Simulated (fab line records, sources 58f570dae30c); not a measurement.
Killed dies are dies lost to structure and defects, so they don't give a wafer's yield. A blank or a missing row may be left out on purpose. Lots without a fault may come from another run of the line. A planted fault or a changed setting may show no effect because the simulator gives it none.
Which tool did it? | flow berkeley_cmos170 | 24 lots, 72 wafers sampled, at 6 steps of a route of 331

WHAT THE GAUGES READ, wafer by wafer
UCB170_PWELL_TW_MEAS_17. Usual: PWELL_TW 380.3, standard deviation 2.6.
lot  | measured    | on            | PWELL_TW          | flag
L074 | day 2 16:44 | film_metro-03 | 384.0 382.9 385.0 |
L075 | day 3 08:51 | film_metro-04 | 380.0 380.7 378.7 |
L076 | day 3 09:12 | film_metro-01 | 379.6 378.0 378.8 |
L077 | day 3 09:14 | film_metro-04 | 380.2 382.1 379.1 |
L078 | day 3 15:20 | film_metro-04 | 379.6 378.1 379.7 |
L079 | day 4 06:28 | film_metro-04 | 377.6 379.1 378.7 |
L080 | day 4 06:35 | film_metro-01 | 377.2 376.9 376.4 |
L081 | day 4 13:11 | film_metro-03 | 382.3 385.1 383.4 |
L083 | day 4 13:20 | film_metro-03 | 380.1 382.6 383.5 |
L082 | day 4 13:23 | film_metro-01 | 376.0 377.0 377.4 |
L084 | day 4 22:48 | film_metro-03 | 383.6 381.6 381.5 |
L085 | day 5 08:13 | film_metro-04 | 380.6 379.7 380.3 |
L086 | day 5 11:33 | film_metro-01 | 379.5 380.0 379.6 |
L088 | day 5 17:02 | film_metro-01 | 379.9 380.1 379.2 |
L087 | day 5 17:06 | film_metro-04 | 380.4 377.9 378.7 |
L089 | day 5 22:37 | film_metro-04 | 379.8 380.9 376.3 |
L090 | day 6 09:26 | film_metro-04 | 381.2 380.6 381.7 |
L091 | day 6 18:17 | film_metro-03 | 382.7 383.0 383.3 |
L093 | day 7 03:24 | film_metro-03 | 384.2 382.9 385.5 |
L092 | day 7 03:43 | film_metro-04 | 378.6 380.0 380.3 |
L096 | day 7 15:55 | film_metro-01 | 379.2 376.9 377.2 |
L094 | day 7 16:13 | film_metro-03 | 383.2 382.7 383.1 |
L095 | day 7 19:10 | film_metro-01 | 377.7 379.1 380.5 |
L097 | day 8 01:33 | film_metro-03 | 380.5 381.3 379.3 |

UCB170_PFIELD_OVL_MEAS_06. Usual: PFIELD_OVL 4 nm, standard deviation 5.5.
lot  | measured    | on         | PFIELD_OVL (nm) | flag
L074 | day 3 19:36 | overlay-02 | 21 15 14        |
L075 | day 4 19:52 | overlay-02 | 4 11 12         |
L076 | day 4 18:58 | overlay-02 | 8 8 7           |
L077 | day 4 19:56 | overlay-01 | 3 0 -1          |
L078 | day 4 22:56 | overlay-01 | 7 10 6          |
L079 | day 5 07:29 | overlay-01 | -5 -2 0         |
L080 | day 5 07:39 | overlay-02 | -8 -2 -2        |
L081 | day 5 16:37 | overlay-02 | 2 0 4           |
L083 | day 5 17:28 | overlay-02 | 2 4 8           |
L082 | day 5 17:12 | overlay-02 | 0 5 4           |
L084 | day 6 03:29 | overlay-01 | 2 7 4           |
L085 | day 6 19:25 | overlay-01 | 9 17 9          |
L086 | day 7 01:21 | overlay-01 | -3 -2 3         |
L088 | day 7 04:09 | overlay-01 | 0 -4 3          |
L087 | day 7 04:13 | overlay-02 | 4 -2 3          |
L089 | day 7 03:56 | overlay-01 | 1 -2 -3         |
L090 | day 7 11:27 | overlay-02 | -2 2 5          |
L091 | day 7 22:29 | overlay-01 | 11 8 14         |
L093 | day 8 18:10 | overlay-02 | 1 -9 -5         |
L092 | day 8 09:04 | overlay-01 | -6 4 -1         |
L096 | day 9 01:01 | overlay-01 | 3 3 -1          |
L094 | day 9 01:19 | overlay-01 | 10 2 3          |
L095 | day 9 01:13 | overlay-01 | 4 6 3           |
L097 | day 9 01:47 | overlay-01 | 2 2 7           |

UCB170_NVT_TW_MEAS_09. Usual: NVT_TW 529, standard deviation 3.8.
lot  | measured     | on            | NVT_TW      | flag
L074 | day 4 20:25  | film_metro-03 | 529 531 532 |
L075 | day 6 02:27  | film_metro-02 | 529 530 531 |
L076 | day 5 21:38  | film_metro-03 | 537 533 534 |
L077 | day 6 02:34  | film_metro-03 | 528 530 528 |
L078 | day 6 02:43  | film_metro-03 | 527 527 527 |
L079 | day 6 21:04  | film_metro-03 | 530 532 532 |
L080 | day 6 20:49  | film_metro-04 | 529 529 529 |
L081 | day 7 01:50  | film_metro-04 | 523 522 524 |
L083 | day 7 01:43  | film_metro-02 | 528 530 529 |
L082 | day 7 01:57  | film_metro-03 | 530 530 531 |
L084 | day 7 13:39  | film_metro-02 | 530 533 528 |
L085 | day 7 23:03  | film_metro-03 | 530 530 531 |
L086 | day 8 18:34  | film_metro-02 | 535 531 530 |
L088 | day 8 18:31  | film_metro-03 | 527 530 526 |
L087 | day 8 18:30  | film_metro-04 | 521 517 519 |
L089 | day 8 18:25  | film_metro-03 | 527 529 527 |
L090 | day 8 19:49  | film_metro-02 | 535 530 533 |
L091 | day 9 01:34  | film_metro-02 | 532 532 529 |
L093 | day 9 16:03  | film_metro-02 | 532 536 537 |
L092 | day 9 16:14  | film_metro-04 | 528 526 526 |
L096 | day 9 22:32  | film_metro-03 | 530 532 530 |
L094 | day 10 00:08 | film_metro-04 | 525 526 522 |
L095 | day 9 22:40  | film_metro-02 | 529 535 532 |
L097 | day 10 00:31 | film_metro-02 | 531 532 530 |

UCB170_M1_RS_MEAS_01: measures by four-point-probe. Usual: M1_AL_RS 0.0485 ohm/sq, standard deviation 0.0007.
lot  | measured     | on            | M1_AL_RS (ohm/sq)    | flag
L074 | day 6 05:44  | film_metro-02 | 0.0479 0.0481 0.0483 |
L075 | day 7 20:41  | film_metro-01 | 0.0484 0.0487 0.0479 |
L076 | day 7 10:55  | film_metro-02 | 0.0480 0.0476 0.0488 |
L077 | day 7 14:49  | film_metro-02 | 0.0490 0.0487 0.0490 |
L078 | day 7 15:08  | film_metro-01 | 0.0486 0.0481 0.0488 |
L079 | day 8 08:53  | film_metro-02 | 0.0497 0.0491 0.0492 |
L080 | day 8 05:39  | film_metro-01 | 0.0485 0.0492 0.0484 |
L081 | day 8 19:25  | film_metro-03 | 0.0493 0.0493 0.0494 |
L083 | day 8 19:25  | film_metro-01 | 0.0472 0.0479 0.0484 |
L082 | day 8 19:17  | film_metro-02 | 0.0490 0.0489 0.0483 |
L084 | day 9 11:41  | film_metro-01 | 0.0483 0.0485 0.0482 |
L085 | day 9 13:39  | film_metro-03 | 0.0478 0.0476 0.0475 |
L086 | day 10 03:23 | film_metro-03 | 0.0484 0.0479 0.0479 |
L088 | day 10 03:39 | film_metro-01 | 0.0500 0.0488 0.0498 |
L087 | day 10 04:49 | film_metro-03 | 0.0480 0.0485 0.0493 |
L089 | day 10 04:37 | film_metro-02 | 0.0477 0.0474 0.0475 |
L090 | day 10 09:24 | film_metro-03 | 0.0488 0.0482 0.0490 |
L091 | day 10 14:00 | film_metro-02 | 0.0498 0.0502 0.0506 |
L093 | day 11 01:45 | film_metro-02 | 0.0477 0.0477 0.0479 |
L092 | day 11 01:09 | film_metro-01 | 0.0488 0.0491 0.0487 |
L096 | day 11 12:35 | film_metro-01 | 0.0485 0.0494 0.0488 |
L094 | day 11 14:42 | film_metro-03 | 0.0475 0.0484 0.0479 |
L095 | day 11 14:52 | film_metro-01 | 0.0496 0.0492 0.0497 |
L097 | day 11 10:33 | film_metro-03 | 0.0480 0.0485 0.0482 |

UCB170_V1_OVL_MEAS_13. Usual: V1_OVL 2 nm, standard deviation 6.8.
lot  | measured     | on         | V1_OVL (nm) | flag
L074 | day 6 17:17  | overlay-02 | 6 -5 7      |
L075 | day 8 07:49  | overlay-01 | 1 3 6       |
L076 | day 7 21:59  | overlay-01 | 3 6 -2      |
L077 | day 7 23:12  | overlay-01 | -7 2 -1     |
L078 | day 7 23:27  | overlay-01 | -7 5 1      |
L079 | day 9 01:22  | overlay-01 | -1 2 -5     |
L080 | day 8 18:36  | overlay-02 | -1 -1 11    |
L081 | day 9 05:35  | overlay-01 | 11 11 5     |
L083 | day 9 05:37  | overlay-02 | -10 -4 -3   |
L082 | day 9 06:02  | overlay-02 | 7 3 11      |
L084 | day 9 18:59  | overlay-01 | 8 5 8       |
L085 | day 9 21:38  | overlay-01 | -4 6 -5     |
L086 | day 10 09:49 | overlay-02 | 11 7 9      |
L088 | day 10 10:34 | overlay-02 | 5 8 6       |
L087 | day 10 10:50 | overlay-02 | -3 2 -3     |
L089 | day 10 10:14 | overlay-02 | 0 -2 -16    |
L090 | day 10 18:31 | overlay-01 | 2 6 8       |
L091 | day 11 02:29 | overlay-02 | -4 -2 -4    |
L093 | day 11 11:05 | overlay-01 | 0 1 1       |
L092 | day 11 11:20 | overlay-02 | -4 -4 -8    |
L096 | day 11 18:47 | overlay-02 | 12 12 8     |
L094 | day 11 22:41 | overlay-02 | 1 -4 5      |
L095 | day 11 22:24 | overlay-02 | -4 -5 -2    |
L097 | day 11 17:11 | overlay-01 | -12 -9 -2   |

WHICH TOOL RAN EACH LOT (tool, then ch and the chambers of the sampled wafers, then the start)
lot  | UCB170_NVT_STRIP_08
L074 | plasma_asher-02 ch 0,1, day 4 20:19
L075 | plasma_asher-03 ch 0,1, day 6 02:20
L076 | plasma_asher-01 ch 0,1, day 5 21:32
L077 | plasma_asher-01 ch 0,1, day 6 02:28
L078 | plasma_asher-02 ch 0,1, day 6 02:37
L079 | plasma_asher-03 ch 0,1, day 6 20:58
L080 | plasma_asher-02 ch 0,1, day 6 20:43
L081 | plasma_asher-03 ch 0,1, day 7 01:44
L083 | plasma_asher-02 ch 0,1, day 7 01:37
L082 | plasma_asher-01 ch 0,1, day 7 01:51
L084 | plasma_asher-02 ch 0,1, day 7 13:33
L085 | plasma_asher-02 ch 0,1, day 7 22:56
L086 | plasma_asher-01 ch 0,1, day 8 18:28
L088 | plasma_asher-02 ch 0, day 8 18:25
L087 | plasma_asher-03 ch 0,1, day 8 18:23
L089 | plasma_asher-02 ch 0,1, day 8 18:19
L090 | plasma_asher-01 ch 0,1, day 8 19:43
L091 | plasma_asher-01 ch 0,1, day 9 01:28
L093 | plasma_asher-02 ch 0,1, day 9 15:56
L092 | plasma_asher-01 ch 0,1, day 9 16:08
L096 | plasma_asher-01 ch 0,1, day 9 22:26
L094 | plasma_asher-01 ch 0,1, day 10 00:01
L095 | plasma_asher-02 ch 1, day 9 22:34
L097 | plasma_asher-01 ch 0,1, day 10 00:25
- UCB170_NVT_STRIP_08: strips in O2.

WHAT THE TOOLS THEMSELVES READ (means of the sampled wafers that have a number; where no wafer has one, the mark that the record gives instead)
UCB170_NVT_STRIP_08. Usual: drypump_motor_current_A 5.9 A, standard deviation 0.49; oes_product_au 0.734 a.u., standard deviation 0.0045; strip_time_to_endpoint_s 21.65 s, standard deviation 0.059.
lot  | tool            | drypump_motor_current_A (A) | oes_product_au (a.u.) | strip_time_to_endpoint_s (s) | flag
L074 | plasma_asher-02 | 6.1                         | 0.732                 | 21.64                        |
L075 | plasma_asher-03 | 5.1                         | 0.737                 | 21.68                        |
L076 | plasma_asher-01 | 6.2                         | 0.735                 | 21.62                        |
L077 | plasma_asher-01 | 6.3                         | 0.729                 | 21.69                        |
L078 | plasma_asher-02 | 6.1                         | 0.732                 | 21.60                        |
L079 | plasma_asher-03 | 5.1                         | 0.739                 | 21.69                        |
L080 | plasma_asher-02 | 6.1                         | 0.735                 | 21.60                        |
L081 | plasma_asher-03 | 5.1                         | 0.733                 | 21.61                        |
L083 | plasma_asher-02 | 6.0                         | 0.737                 | 21.62                        |
L082 | plasma_asher-01 | 6.2                         | 0.732                 | 21.68                        |
L084 | plasma_asher-02 | 6.0                         | 0.731                 | 21.63                        |
L085 | plasma_asher-02 | 6.0                         | 0.730                 | 21.73                        |
L086 | plasma_asher-01 | 6.3                         | 0.736                 | 21.69                        |
L088 | plasma_asher-02 | 5.8                         | 0.733                 | 21.68                        |
L087 | plasma_asher-03 | 5.1                         | 0.739                 | 21.73                        |
L089 | plasma_asher-02 | 6.0                         | 0.735                 | 21.68                        |
L090 | plasma_asher-01 | 6.2                         | 0.736                 | 21.70                        |
L091 | plasma_asher-01 | 6.2                         | 0.732                 | 21.53                        |
L093 | plasma_asher-02 | 6.0                         | 0.733                 | 21.67                        |
L092 | plasma_asher-01 | 5.9                         | 0.735                 | 21.63                        |
L096 | plasma_asher-01 | 6.2                         | 0.730                 | 21.58                        |
L094 | plasma_asher-01 | 6.2                         | 0.732                 | 21.58                        |
L095 | plasma_asher-02 | 6.3                         | 0.735                 | 21.62                        |
L097 | plasma_asher-01 | 5.9                         | 0.735                 | 21.71                        |

THE ANSWER, worked out from the rows above alone
Rule: a lot is off if the mean of its wafers that have a number lies more than 3 standard deviations from the usual mean. A lot without any number at a reading at which 4 lots or more have one is off too. The other lots that the step has rows for count as sound. The gauges are gone through in route order, then the tools' own readings, and for those a lot's mean is taken as printed above. The first step at which some lot is off is used, and at that step the reading that is off furthest; a lot without a number counts as furthest.
No lot is off at any reading shown: from this, nothing can be told.

WHAT THE SIMULATOR HAD PUT IN
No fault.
